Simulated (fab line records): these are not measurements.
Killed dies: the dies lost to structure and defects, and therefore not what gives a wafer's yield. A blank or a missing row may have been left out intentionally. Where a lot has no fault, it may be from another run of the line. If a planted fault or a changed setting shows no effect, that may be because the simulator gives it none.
Matching of chambers / flow berkeley cmos170 / UCB170_PWELL_ETCH_14 on rie diel-04 has 4 sister chambers
The step etches Si3N4 in CH3F/Ar/O2, stops on SiO2, target depth 242 nm, time 151 s. 4 wafers are shown with their chamber, then 7 later ones without.

WAFERS WITH THEIR CHAMBER
wafer=L635.5; chamber=2; drypump motor current A (A)=5.88
wafer=L635.6; chamber=3; drypump motor current A (A)=5.44
wafer=L648.1; chamber=1; drypump motor current A (A)=5.94
wafer=L648.2; chamber=0; drypump motor current A (A)=5.35

WAFERS WHOSE CHAMBER IS MISSING
wafer=L648.6; drypump motor current A (A)=5.44
wafer=L650.1; drypump motor current A (A)=5.44
wafer=L650.2; drypump motor current A (A)=5.88
wafer=L650.6; drypump motor current A (A)=5.86
wafer=L651.3; drypump motor current A (A)=5.91
wafer=L651.5; drypump motor current A (A)=5.89
wafer=L651.6; drypump motor current A (A)=5.92

WHICH CHAMBER EACH ONE RAN IN
wafer=L648.6; from the rows above=3; in truth=3
wafer=L650.1; from the rows above=3; in truth=3
wafer=L650.2; from the rows above=2; in truth=2
wafer=L650.6; from the rows above=2; in truth=2
wafer=L651.3; from the rows above=can't be placed: 1 or 2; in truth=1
wafer=L651.5; from the rows above=2; in truth=2
wafer=L651.6; from the rows above=can't be placed: 1 or 2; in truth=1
Placed correctly: 5 of 7. Can't be placed from these rows: 2 (the true chamber is among the candidates in 2). 0 placed wrongly.
How it was worked out, from the rows above alone: a wafer's distance from a chamber is the root of the sum, over the readings, of the square of ((its reading less the chamber's mean) divided by the reading's scatter). If the next closest chamber is less than 2 further off than the closest, the wafer can't be placed; otherwise it belongs to the closest. Each chamber's mean is taken over the wafers shown for it. The scatter: root of mean squared gap, hidden wafer to nearest shown wafer, with one shown wafer a chamber.
